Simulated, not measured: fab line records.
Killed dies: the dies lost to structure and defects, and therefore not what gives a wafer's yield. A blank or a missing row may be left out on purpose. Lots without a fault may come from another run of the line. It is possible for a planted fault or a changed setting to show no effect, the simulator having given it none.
A struck lot beside a sound one -- flow berkeley_cmos170 -- 14 out of 331 route steps
Sound: the wafers L477.4, L477.5, L477.6. Struck: wafers L484.1, L484.2, L484.6. The cause is named last.
For every step that has rows: the tool of each side, followed by ch and its chambers, followed by its first start. Under that, the readings that differ: sound wafers -- struck wafers -- difference of the means -- sigmas: that difference in standard deviations of wafers without a fault.
alike: readings whose means differ by less than 2 such deviations, and words and numbers that are the same on both sides. not compared: withheld readings, readings that some wafer has no value for, bounds like >300 that may hide the same value, and numbers for which the record gives no deviation and whose values overlap.
The two part at a step that has a row with sigmas, a row that says differs or no value, or rows on one side only. Numbers that don't overlap but have no deviation are shown without sigmas and don't part them. A reading that every wafer of one side lacks parts them only if that side has two wafers or more.

UCB170_CONTACT_THK_MEAS_02:
  struck on film_metro-03, day 8 21:26; sound on film_metro-03, day 8 01:49
  alike: CONTACT_PSG_THK
then, 3 steps without rows for these wafers: UCB170_CONTACT_HMDS_03 (prime time 60 s); UCB170_CONTACT_COAT_04 (resist thk 900 nm); UCB170_CONTACT_SOFTBAKE_05 (time 60 s).
UCB170_CONTACT_STRIP_06: strips in O2.
  sound on plasma_asher-04 ch 0,1, day 8 02:34; struck on plasma_asher-04 ch 0,1, day 8 22:04
  alike: drypump_motor_current_A, o2_flow_sccm, oes_product_au, strip_time_to_endpoint_s
  not compared: rf_hours_counter_h
then, 1 step without rows for these wafers: UCB170_CONTACT_CLEAN_07 (cleans in SPM, time 600 s).
UCB170_CONTACT_RTA_08: time 10 s.
  sound on rtp_anneal-02 ch 0, day 8 02:51; struck on rtp_anneal-01 ch 0, day 8 23:45
reading,sound,struck,difference,sigmas
lamp_power_pct (%),22.4 22.4 22.4,25.9 25.9 25.8,+3.5,+2
  alike: wafer_temp_C_max
then, 5 steps without rows for these wafers: UCB170_CONTACT_COAT_09; UCB170_CONTACT_COAT_10 (resist thk 900 nm); UCB170_CONTACT_SOFTBAKE_11 (time 60 s); UCB170_CONTACT_EXPOSE_12 (exposes mask CONT, target cd 700 nm); UCB170_CONTACT_PEB_13.
UCB170_CONTACT_DEVELOP_14: develop time 45 s.
  struck on litho_track-01, day 9 00:00; sound on litho_track-02 ch 0, day 8 04:00
  no value came back on the struck wafers for chill_plate_temp_C (C), develop_time_s (s), resist_line_temp_C (C); on the sound wafers chill_plate_temp_C (C) reads 23.09 22.90 23.08
reading,sound,struck,difference,sigmas
model.KrF_of_CONTACT_COAT_10.thk_nm (nm),887 888.5 890.3,904.7 902.5 903.1,+14.8,
UCB170_CONTACT_CD_MEAS_15: target cd 700 nm.
  struck on cd_sem-01, day 9 00:47; sound on cd_sem-01, day 8 04:30
reading,sound,struck,difference,sigmas
cd_nm (nm),699.5 700.1 701.6,- - -,no value on the struck wafers,

== WHERE THEY PART ==
First at UCB170_CONTACT_RTA_08; last, within this record, at UCB170_CONTACT_CD_MEAS_15.

WHY: what had been put in by the simulator
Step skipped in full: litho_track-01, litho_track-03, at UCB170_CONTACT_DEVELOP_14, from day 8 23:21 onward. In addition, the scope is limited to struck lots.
